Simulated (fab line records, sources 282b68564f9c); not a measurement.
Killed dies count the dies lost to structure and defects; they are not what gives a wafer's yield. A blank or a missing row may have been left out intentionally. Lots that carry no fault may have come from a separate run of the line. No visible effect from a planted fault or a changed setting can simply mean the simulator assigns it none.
Comparing a struck lot with a sound one | flow rit-cmos | 30 out of 202 route steps
Sound: these wafers, L288.1, L288.2, L288.3. Struck: wafer L291.6 (L291.1, L291.3, from the same lot, were not struck and are left out); the cause is given at the end.
Each step with rows lists, per side, the tool, then ch with its chambers, then its first start. Under that, the readings that differ: sound wafers | struck wafers | difference of the means | sigmas: that difference in standard deviations of wafers without a fault.
alike: readings with means less than 2 such deviations apart, plus words and numbers identical on both sides. not compared: withheld readings, readings lacking a value on some wafer, bounds such as >300 that could conceal the same value, and numbers that have no deviation in the record and whose values overlap.
A row with sigmas, a row that says differs or no value, or rows on one side alone: a step with any of these is where the two part. When numbers do not overlap yet have no deviation, they are printed without sigmas and do not part them. A reading that every wafer of one side lacks parts them only if that side has two wafers or more.

first, 6 steps without rows for these wafers: RIT_SDANNEAL_RTA_03 (time 5 s); RIT_SILICIDE_WET_ETCH_00 (etches SiO2 in BOE, target depth 14 nm, time 15 s); RIT_SILICIDE_SPUTTER_01 (material Ti, target thk 30 nm, time 240 s); RIT_SILICIDE_RTA_04 (time 10 s, ramp up 5 s, ramp down 5 s); RIT_SILICIDE_WET_ETCH_05 (etches Ti in SPM, time 120 s); RIT_SILICIDE_RTA_06 (time 10 s, ramp up 5 s, ramp down 10 s).
RIT_CONTACT_CVD_00: deposits SiO2 from TEOS, target thk 400 nm, time 61 s.
  sound on pecvd-02 ch 0,2, day 6 05:18; struck on pecvd-02 ch 0, day 6 18:10
  reading                                  | sound                | struck | difference | sigmas
  heater-power-w (W)                       | 290 279 314          | 396    | +102       | +3
  rf-fwd-power-W (W)                       | 398.9 395.1 397.9    | 237.7  | -159.6     | -89
  susceptor-temp-C (C)                     | 389.65 390.37 389.82 | 390.35 | +0.40      | +2
  model.SiO2_of_CONTACT_CVD_00.thk-nm (nm) | 403.3 395.9 409.9    | 341.5  | -61.5      |
  not compared: since-wet-clean-h
RIT_CONTACT_THK_MEAS_01:
  sound: film-metro-02 at day 6 05:22; struck: film-metro-01 at day 6 18:13
  reading               | sound       | struck | difference | sigmas
  CONTACT_TEOS_THK (nm) | 403 396 410 | 342    | -61        | -11
then, 7 steps without rows for these wafers: RIT_CONTACT_HMDS_02 (prime time 60 s); RIT_CONTACT_COAT_03 (resist thk 1000 nm); RIT_CONTACT_SOFTBAKE_04 (time 60 s); RIT_CONTACT_EXPOSE_05 (exposes mask M11, target cd 1000 nm); RIT_CONTACT_PEB_06; RIT_CONTACT_DEVELOP_07 (develop time 120 s); RIT_CONTACT_HARDBAKE_10 (time 60 s).
RIT_CONTACT_ETCH_11: etches SiO2 in CHF3/CF4/Ar, stops on TiSi2, target depth 480 nm, time 320 s.
  sound on rie-diel-03 ch 0,1,3, day 6 06:52; struck on rie-diel-03 ch 1, day 6 19:41
  reading                             | sound             | struck | difference | sigmas
  model.CONTACT.feature-depth-nm (nm) | 403.3 395.9 409.9 | 341.5  | -61.5      |
  model.etch.depth-nm (nm)            | 403.3 395.9 409.9 | 341.5  | -61.5      |
  alike: drypump-motor-current-A, oes-product-au, rf-fwd-power-W, throttle-valve-pct
  not compared: rf-hours-counter-h
then, 11 steps without rows for these wafers: RIT_CONTACT_STRIP_12 (strips in O2, time 180 s); RIT_CONTACT_CLEAN_13 (cleans in SC1, time 600 s); RIT_CONTACT_CLEAN_14 (cleans in SC2, time 600 s); RIT_M1_SPUTTER_00 (material Al, target thk 400 nm, time 500 s); RIT_M1_HMDS_03 (prime time 60 s); RIT_M1_COAT_04 (resist thk 1300 nm); RIT_M1_SOFTBAKE_05 (time 60 s); RIT_M1_EXPOSE_06 (exposes mask M12, target cd 2600 nm); RIT_M1_PEB_07; RIT_M1_DEVELOP_08 (develop time 68 s); RIT_M1_HARDBAKE_11 (time 120 s).
RIT_M1_METAL_ETCH_12: etches Al in Cl2/BCl3, stops on SiO2, time 165 s, target depth 600 nm.
  sound on rie-metal-02 ch 0,1, day 6 09:37; struck on rie-metal-03 ch 1, day 6 22:30
  reading                                  | sound             | struck | difference | sigmas
  drypump-motor-current-A (A)              | 6.10 5.73 6.10    | 5.32   | -0.66      | -2
  model.SiO2_of_CONTACT_CVD_00.thk-nm (nm) | 366.1 360.3 372.9 | 304.4  | -62.0      |
  alike: bcl3-flow-sccm, oes-product-au, rf-fwd-power-W, throttle-valve-pct
  not compared: rf-hours-counter-h
then, 1 step without rows for these wafers: RIT_M1_STRIP_13 (strips in nmp, time 600 s).
RIT_M1_PROBE_99:
  sound: prober-02 at day 6 12:01; struck: prober-01 at day 7 01:11
  reading                                    | sound                      | struck   | difference | sigmas
  model.etest.field-p-metal.vt-v (V)         | -29.98 -29.4 -30.05        | -25.91   | +3.90      |
  model.etest.nmos_0p15.junction-log10-a-um  | -13.68 -13.61 -13.57       | -13.2    | +0.4       |
  model.etest.nmos-narrow.off-log10-a-um     | -13.13 -13.17 -13.08       | -12.96   | +0.17      |
  model.etest.antenna-contact.vt-shift-v (V) | -0.01253 -0.01072 -0.01433 | -0.01932 | -0.00679   |
  alike: killed-at-front-end, killed-dies, killed-on-rim, killed-open, killed-short

== WHERE THEY PART ==
First at RIT_CONTACT_CVD_00; last, within this record, at RIT_M1_METAL_ETCH_12. Later steps at which nothing parts them and some readings are alike: RIT_M1_PROBE_99.

WHY: what the simulator had put in
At RIT_CONTACT_CVD_00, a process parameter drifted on pecvd-02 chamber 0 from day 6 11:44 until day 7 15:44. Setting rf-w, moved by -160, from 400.
